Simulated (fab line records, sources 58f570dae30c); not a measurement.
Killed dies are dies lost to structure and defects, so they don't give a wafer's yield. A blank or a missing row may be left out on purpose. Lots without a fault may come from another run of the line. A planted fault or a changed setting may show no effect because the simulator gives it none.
Which tool did it? | flow berkeley_cmos170 | 6 lots, 18 wafers sampled, at 3 steps of a route of 331

WHAT THE GAUGES READ, wafer by wafer
UCB170_SPACER_THK_MEAS_01.
lot  | measured     | on            | SPACER_TEOS_THK (nm)
L871 | day 7 03:57  | film_metro-02 | 383 386 385
L873 | day 7 04:13  | film_metro-03 | 385 382 391
L880 | day 8 03:29  | film_metro-02 | 389 386 388
L878 | day 8 03:50  | film_metro-03 | 378 386 385
L881 | day 8 13:58  | film_metro-04 | 387 391 395
L888 | day 10 07:14 | film_metro-03 | 493 372 374

WHICH TOOL RAN EACH LOT (tool, then ch and the chambers of the sampled wafers, then the start)
lot  | UCB170_PLDD_STRIP_10                 | UCB170_SPACER_CVD_00
L871 | plasma_asher-03 ch 1, day 7 01:08    | pecvd-03 ch 0,1,2, day 7 03:54
L873 | plasma_asher-01 ch 0,1, day 7 01:25  | pecvd-01 ch 0,1, day 7 04:10
L880 | plasma_asher-02 ch 0,1, day 8 01:09  | pecvd-02 ch 0,2, day 8 03:25
L878 | plasma_asher-02 ch 1, day 8 01:17    | pecvd-03 ch 0,2, day 8 03:47
L881 | plasma_asher-03 ch 0, day 8 10:20    | pecvd-03 ch 0,2, day 8 13:54
L888 | plasma_asher-02 ch 0,1, day 10 05:07 | pecvd-03 ch 0,2, day 10 07:12
- UCB170_PLDD_STRIP_10: strips in O2.
- UCB170_SPACER_CVD_00: deposits SiO2 from TEOS/O2, target thk 376 nm, time 48.07 s.

THE ANSWER, worked out from the rows above alone
Rule: what is usual is taken from the lots themselves. Put in order of their means at a reading, lots are off if they are a third of the lots or fewer, leave a main group of 4 or more, and stand apart from it by a gap of 3 or more times the standard deviation of the main group's means; of several such gaps the widest counts. A main group whose means are all the same, to the digits that the tables above print for the reading, isn't used. A lot without any number at a reading at which 4 lots or more have one is off too. The other lots that the step has rows for count as sound.
Off: L888, at UCB170_SPACER_THK_MEAS_01 (SPACER_TEOS_THK). The main group: mean 386 nm, standard deviation 2.7.
A tool fits if, at a process step before that reading, it ran every lot that is off, and no sound lot after the first of them. The gauges at UCB170_SPACER_THK_MEAS_01 are tried like those tools. Can't be told from this: 3 tools fit, plasma_asher-02 at UCB170_PLDD_STRIP_10, pecvd-03 at UCB170_SPACER_CVD_00, film_metro-03 at UCB170_SPACER_THK_MEAS_01.

WHAT THE SIMULATOR HAD PUT IN
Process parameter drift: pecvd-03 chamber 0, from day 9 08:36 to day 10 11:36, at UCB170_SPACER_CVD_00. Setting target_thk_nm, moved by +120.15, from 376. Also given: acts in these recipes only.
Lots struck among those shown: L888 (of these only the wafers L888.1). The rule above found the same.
